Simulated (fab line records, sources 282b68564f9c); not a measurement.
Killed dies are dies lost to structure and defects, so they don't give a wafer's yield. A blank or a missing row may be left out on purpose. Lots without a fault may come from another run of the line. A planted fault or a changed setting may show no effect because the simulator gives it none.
fab line records | flow rit_cmos
record lots=6 wafers=18 last_day=7
route steps=202 shown NSD@131 PSD@142 M1@202
lots that met no fault: from a run of the same line without faults
start_h: hours from the record's first day to the start of the lot's first wafer shown | wait_h: hours since the lot's step before | " the same as in the row above | L1.1+2: a row that stands for several wafers | - no value, or no start given | * or withheld: withheld | < > ~ a bound
route shown NAME@n: a module of which the file shows steps, and the number in the route of the first | usual: mean/standard deviation of fault-free wafers | same: alike in all rows | chamber/n: place in a boat | sites: the reading at each site | _std_site: their standard deviation | _edge_site: outer sites' mean less inner sites' | radius_mm: how far each site lies from the wafer's centre | mask NAME#n: copy n | behind: the tool/chamber that last shaped the wafer | hold: why the lot was held/for how many hours/how that ended | device: the transistor (n, p or np) that didn't switch | end of line: the same wafers' tests at the end of the route | a step without rows: its recipe alone | killed: dies lost to structure and defects at the first sort, not the wafer's yield | map: a wafer's dies, x killed, . not, _ none there
set.NAME: the setting as run; set.NAME@STEP: as run at that earlier step | model.NAME: the simulator's own value behind a step, which no gauge read
lots at some steps of the route; a table a step, a row a wafer
services: from which hour (start_h, from the record's first day; less than 0 if before it) a tool's chamber was out of use, for how many hours, and why
## steps
# step RIT_NSD_HMDS_00
# recipe prime_time_s=60 prime_temp_c=140
# step RIT_NSD_COAT_01
# recipe resist=NOVOLAK spin_rpm=3250 resist_thk_nm=1000
# step RIT_NSD_SOFTBAKE_02
# recipe resist=NOVOLAK temp_c=90 time_s=60
# step RIT_NSD_EXPOSE_03
# recipe mask_id=M9 na=0.57 target_cd_nm=40700 dose_mj=250
# step RIT_NSD_PEB_04
# recipe resist=NOVOLAK temp_c=withheld time_s=withheld
# step RIT_NSD_DEVELOP_05
# recipe resist=NOVOLAK develop_time_s=50 dev_temp_c=23
# step RIT_NSD_OVL_MEAS_06
# usual NSD_OVL=-0.1/1.4
# columns lot.wafer tool chamber start_h wait_h NSD_OVL[nm]
L136.2 overlay-01 - 48.28 - 1.1
L136.4 " - " " 0.8
L136.6 " - " " 1.0
L140.2 overlay-02 - 68.24 - -1.3
L140.5 " - " " -0.4
L140.6 " - " " -1.4
L151.3 overlay-02 - 121.58 - 0.3
L151.5 " - " " -1.5
L151.6 " - " " -2.0
L154.2 overlay-02 - 139.55 - -0.3
L154.3 " - " " -0.4
L154.6 " - " " 0.0
L155.2 overlay-02 - 142.56 - -2.2
L155.3 " - " " 0.1
L155.4 " - " " 0.0
L157.3 overlay-01 - 152.38 - 1.8
L157.4 " - " " 0.8
L157.6 " - " " 2.4
# step RIT_NSD_HARDBAKE_07
# recipe resist=NOVOLAK temp_c=140 time_s=60
# step RIT_NSD_IMPLANT_08
# recipe species=P energy_kev=25 dose_cm2=1e+15 tilt_deg=7
# step RIT_NSD_STRIP_09
# recipe chemistry=O2 time_s=180 resist=NOVOLAK platen_temp_c=withheld power_w=500 pressure_mtorr=4000 o2_flow_sccm=4000
# usual drypump_motor_current_A=5.5/0.45
# same time_s=180
# columns lot.wafer tool chamber start_h wait_h drypump_motor_current_A rf_hours_counter_h
L136.2 plasma_asher-03 1 48.61 0.1 4.8 42
L136.4 " 1 " " 4.8 -
L136.6 " 0 " " 5.8 -
L140.2 plasma_asher-03 0 68.57 0.1 5.7 44
L140.5 " 1 " " 4.8 -
L140.6 " 0 " " 5.7 -
L151.3 plasma_asher-01 1 121.96 0.1 6.1 -
L151.5 " 1 " " 6.1 -
L151.6 " 0 " " 5.4 -
L154.2 plasma_asher-03 1 139.88 0.1 4.8 52
L154.3 " 0 " " 5.8 -
L154.6 " 0 " " 5.8 -
L155.2 plasma_asher-04 0 142.89 0.1 5.9 3
L155.3 " 0 " " 5.9 -
L155.4 " 1 " " 5.7 -
L157.3 plasma_asher-01 0 152.87 0.1 5.4 -
L157.4 " 1 " " 6.1 -
L157.6 " 1 " " 6.1 -
# step RIT_NSD_TW_MEAS_10
# usual NSD_TW=3100/51
# columns lot.wafer tool chamber start_h wait_h NSD_TW
L136.2 film_metro-04 - 48.79 0.1 3121
L136.4 " - " " 3127
L136.6 " - " " 3126
L140.2 film_metro-02 - 68.75 0.1 3127
L140.5 " - " " 3146
L140.6 " - " " 3136
L151.3 film_metro-04 - 122.10 0.1 3155
L151.5 " - " " 3150
L151.6 " - " " 3142
L154.2 film_metro-04 - 140.07 0.1 3128
L154.3 " - " " 3144
L154.6 " - " " 3138
L155.2 film_metro-01 - 143.07 0.1 3054
L155.3 " - " " 3041
L155.4 " - " " 3036
L157.3 film_metro-02 - 153.01 0.1 3144
L157.4 " - " " 3151
L157.6 " - " " 3149
# step RIT_PSD_HMDS_00
# recipe prime_time_s=60 prime_temp_c=140
# step RIT_PSD_COAT_01
# recipe resist=NOVOLAK spin_rpm=3250 resist_thk_nm=1000
# usual spin_speed_rpm=3250.0/2.1
# columns lot.wafer tool chamber start_h wait_h spin_speed_rpm model.NOVOLAK_of_PSD_COAT_01.thk_nm
L136.2 litho_track-02 0 49.22 0.1 3247.5 1001
L136.4 " 0 " " 3247.2 996.1
L136.6 " 0 " " 3245.9 999.4
L140.2 litho_track-01 0 68.98 0.1 3248.6 1002
L140.5 " 0 " " 3250.5 1005
L140.6 " 0 " " 3254.5 1003
L151.3 litho_track-01 0 122.34 0.1 3106.3 1029
L151.5 " 0 " " 3105.6 1026
L151.6 " 0 " " 3105.9 1028
L154.2 litho_track-01 0 140.29 0.1 3105.6 1029
L154.3 " 0 " " 3108.1 1029
L154.6 " 0 " " 3105.1 1029
L155.2 litho_track-02 0 143.30 0.1 3249.0 1001
L155.3 " 0 " " 3252.5 997.4
L155.4 " 0 " " 3246.8 999.9
L157.3 litho_track-02 0 153.25 0.1 3251.2 1006
L157.4 " 0 " " 3247.8 1005
L157.6 " 0 " " 3247.3 1004
# step RIT_PSD_SOFTBAKE_02
# recipe resist=NOVOLAK temp_c=90 time_s=60
# step RIT_PSD_EXPOSE_03
# recipe mask_id=M10 na=0.57 target_cd_nm=40900 dose_mj=250
# step RIT_PSD_PEB_04
# recipe resist=NOVOLAK temp_c=withheld time_s=withheld
# step RIT_PSD_DEVELOP_05
# recipe resist=NOVOLAK develop_time_s=50 dev_temp_c=23
# step RIT_PSD_OVL_MEAS_06
# usual PSD_OVL=-0.2/1.2
# columns lot.wafer tool chamber start_h wait_h PSD_OVL[nm]
L136.2 overlay-01 - 49.90 - -0.9
L136.4 " - " " -0.9
L136.6 " - " " -1.1
L140.2 overlay-01 - 69.78 - -2.5
L140.5 " - " " -1.4
L140.6 " - " " -1.6
L151.3 overlay-02 - 123.00 - -0.5
L151.5 " - " " 0.1
L151.6 " - " " 0.2
L154.2 overlay-02 - 141.10 - 0.3
L154.3 " - " " -0.8
L154.6 " - " " 1.0
L155.2 overlay-01 - 144.10 - 1.4
L155.3 " - " " 1.8
L155.4 " - " " 0.5
L157.3 overlay-02 - 153.91 - 0.2
L157.4 " - " " -0.8
L157.6 " - " " 0.2
# step RIT_PSD_HARDBAKE_07
# recipe resist=NOVOLAK temp_c=140 time_s=60
# same time_s=60
# columns lot.wafer tool chamber start_h wait_h model.NOVOLAK_of_PSD_COAT_01.thk_nm
L136.2 litho_track-01 0 49.95 0.0 884.5
L136.4 " 0 " " 880.4
L136.6 " 0 " " 883.3
L140.2 litho_track-02 0 69.84 0.0 885.4
L140.5 " 0 " " 888.4
L140.6 " 0 " " 886.3
L151.3 litho_track-01 0 123.08 0.1 909.5
L151.5 " 0 " " 906.9
L151.6 " 0 " " 908.3
L154.2 litho_track-02 0 141.15 0.0 908.9
L154.3 " 0 " " 909
L154.6 " 0 " " 908.7
L155.2 litho_track-02 0 144.16 0.0 884.4
L155.3 " 0 " " 881.5
L155.4 " 0 " " 883.7
L157.3 litho_track-02 0 153.99 0.1 888.9
L157.4 " 0 " " 887.8
L157.6 " 0 " " 887.6
# step RIT_PSD_IMPLANT_08
# recipe species=BF2 energy_kev=27 dose_cm2=5e+15 tilt_deg=7
# step RIT_M1_PROBE_99
# usual killed_at_contacts=0.1/0.32 killed_at_front_end=7/3 killed_dies=7/3 killed_on_rim=1.8/1.4 killed_open=3.4/2.2 killed_short=3.3/1.8
# same gross_dies=264 killed_at_M0_to_M3=0 killed_at_M4_up=0 killed_at_back_side=0 killed_at_other=0
# columns lot.wafer tool chamber start_h wait_h killed_at_contacts killed_at_front_end killed_dies killed_on_rim killed_open killed_short
L136.2 prober-01 - 58.53 0.1 0 5 5 3 3 2
L136.4 prober-01 - 58.63 0.2 0 5 5 0 3 2
L136.6 prober-01 - 58.73 0.2 0 6 6 1 3 3
L140.2 prober-01 - 78.24 0.1 0 8 8 1 4 4
L140.5 prober-01 - 78.39 0.2 0 4 4 1 2 2
L140.6 prober-01 - 78.44 0.2 0 7 7 1 1 6
L151.3 prober-02 - 131.83 0.2 0 3 3 1 2 1
L151.5 prober-02 - 131.93 0.2 0 7 7 3 4 3
L151.6 prober-02 - 131.98 0.2 0 4 4 0 3 1
L154.2 prober-01 - 149.44 0.1 0 6 6 0 3 3
L154.3 prober-01 - 149.49 0.2 0 7 7 3 4 3
L154.6 prober-01 - 149.64 0.2 0 0 0 0 0 0
L155.2 prober-02 - 152.79 0.1 0 6 6 2 3 3
L155.3 prober-02 - 152.84 0.2 0 6 6 1 4 2
L155.4 prober-02 - 152.89 0.2 1 7 8 2 5 3
L157.3 prober-02 - 162.25 0.2 1 11 12 4 6 6
L157.4 prober-02 - 162.30 0.2 0 3 3 1 1 2
L157.6 prober-02 - 162.40 0.2 0 12 12 5 3 9
# killed by level:class
L136.2 FOX1:geometric_particle:short=1 GATE:geometric_particle:short=1 GATE:geometric_particle:open=1 REOX:geometric_particle:open=1 SPACER:geometric_particle:open=1
L136.4 FOX1:geometric_particle:open=1 REOX:geometric_particle:short=1 REOX:geometric_particle:open=1 SPACER:geometric_particle:short=1 SILICIDE:geometric_particle:open=1
L136.6 FOX1:geometric_particle:open=2 FOX1:geometric_particle:short=1 FOX2:geometric_particle:open=1 GATE:geometric_particle:short=1 REOX:geometric_particle:short=1
L140.2 SILICIDE:geometric_particle:short=2 SILICIDE:geometric_particle:open=2 FOX1:geometric_particle:open=1 FOX1:geometric_particle:short=1 GATE:geometric_particle:short=1 GATE:geometric_particle:open=1
L140.5 ACTIVE:geometric_particle:open=1 FOX2:geometric_particle:open=1 GATE:geometric_particle:short=1 REOX:geometric_particle:short=1
L140.6 SILICIDE:geometric_particle:short=3 GATE:geometric_particle:short=2 SPACER:geometric_particle:short=1 SILICIDE:geometric_particle:open=1
L151.3 GATE:geometric_particle:open=1 SPACER:geometric_particle:short=1 SILICIDE:geometric_particle:open=1
L151.5 REOX:geometric_particle:open=2 FOX1:geometric_particle:short=1 FOX1:geometric_particle:open=1 FOX2:geometric_particle:short=1 SPACER:geometric_particle:open=1 SPACER:geometric_particle:short=1
L151.6 GATE:geometric_particle:open=2 GATE:geometric_particle:short=1 REOX:geometric_particle:open=1
L154.2 FOX1:geometric_particle:open=1 GATE:geometric_particle:short=1 REOX:geometric_particle:open=1 SPACER:geometric_particle:open=1 SPACER:geometric_particle:short=1 SILICIDE:geometric_particle:short=1
L154.3 ACTIVE:geometric_particle:open=1 FOX1:geometric_particle:open=1 GATE:geometric_particle:short=1 GATE:geometric_particle:open=1 REOX:geometric_particle:short=1 REOX:geometric_particle:open=1 SILICIDE:geometric_particle:short=1
L155.2 FOX2:geometric_particle:open=2 FOX2:geometric_particle:short=1 GATE:geometric_particle:short=1 REOX:geometric_particle:open=1 SPACER:geometric_particle:short=1
L155.3 GATE:geometric_particle:open=3 FOX2:geometric_particle:short=1 GATE:geometric_particle:short=1 SILICIDE:geometric_particle:open=1
L155.4 FOX1:geometric_particle:open=1 FOX2:geometric_particle:open=1 FOX2:geometric_particle:short=1 REOX:geometric_particle:short=1 SPACER:geometric_particle:short=1 SPACER:geometric_particle:open=1 SILICIDE:geometric_particle:open=1 CONTACT:geometric_particle:open=1
L157.3 GATE:geometric_particle:short=4 GATE:geometric_particle:open=2 SILICIDE:geometric_particle:open=2 FOX2:geometric_particle:open=1 FOX2:geometric_particle:short=1 SPACER:geometric_particle:short=1 CONTACT:geometric_particle:open=1
L157.4 GATE:geometric_particle:open=1 SPACER:geometric_particle:short=1 SILICIDE:geometric_particle:short=1
L157.6 GATE:geometric_particle:short=4 FOX2:geometric_particle:short=2 SILICIDE:geometric_particle:short=2 SILICIDE:geometric_particle:open=2 GATE:geometric_particle:open=1 SPACER:geometric_particle:short=1
## services
# columns tool chamber start_h hours kind
plasma_asher-04 - 108.75 9.0 pm
plasma_asher-04 0 108.75 9.0 vent_cycle
plasma_asher-04 1 108.75 9.0 vent_cycle
plasma_asher-04 0 117.75 - clean
plasma_asher-04 1 117.75 - clean
plasma_asher-01 - 141.83 6.1 repair
plasma_asher-01 - 142.26 2.1 repair
plasma_asher-03 - 145.22 4.3 pm
## key
first_sign step=RIT_PSD_COAT_01 reading=spin_speed_rpm direction=down sigmas=69 usual=3250.0 struck=3106.1
effect none on later readings
model_effect step=RIT_PSD_COAT_01 value=NOVOLAK_of_PSD_COAT_01.thk_nm without=1005 struck=1028
model_effect step=RIT_PSD_HARDBAKE_07 value=NOVOLAK_of_PSD_COAT_01.thk_nm without=888.5 struck=908.6
met_at RIT_PSD_COAT_01
struck_wafers L151.3,L151.5,L151.6,L154.2,L154.3,L154.6
tester_left_out L151,L154
onset_between 68.98 122.34
fault kind=process_parameter_drift tool=litho_track-01 chamber=- onset_h=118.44 steps=RIT_PSD_COAT_01 channel=spin_rpm offset=-143.5 shape=step end_h=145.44 acts_in=these_recipes_only stated=3250
# tester_left_out: of these lots the tester's yield and bins aren't shown, on N5 and GAA mostly nor the transistor test; their killed dies are dies lost to structure and defects alone, not to doping, threshold or leakage, so they don't give the yield
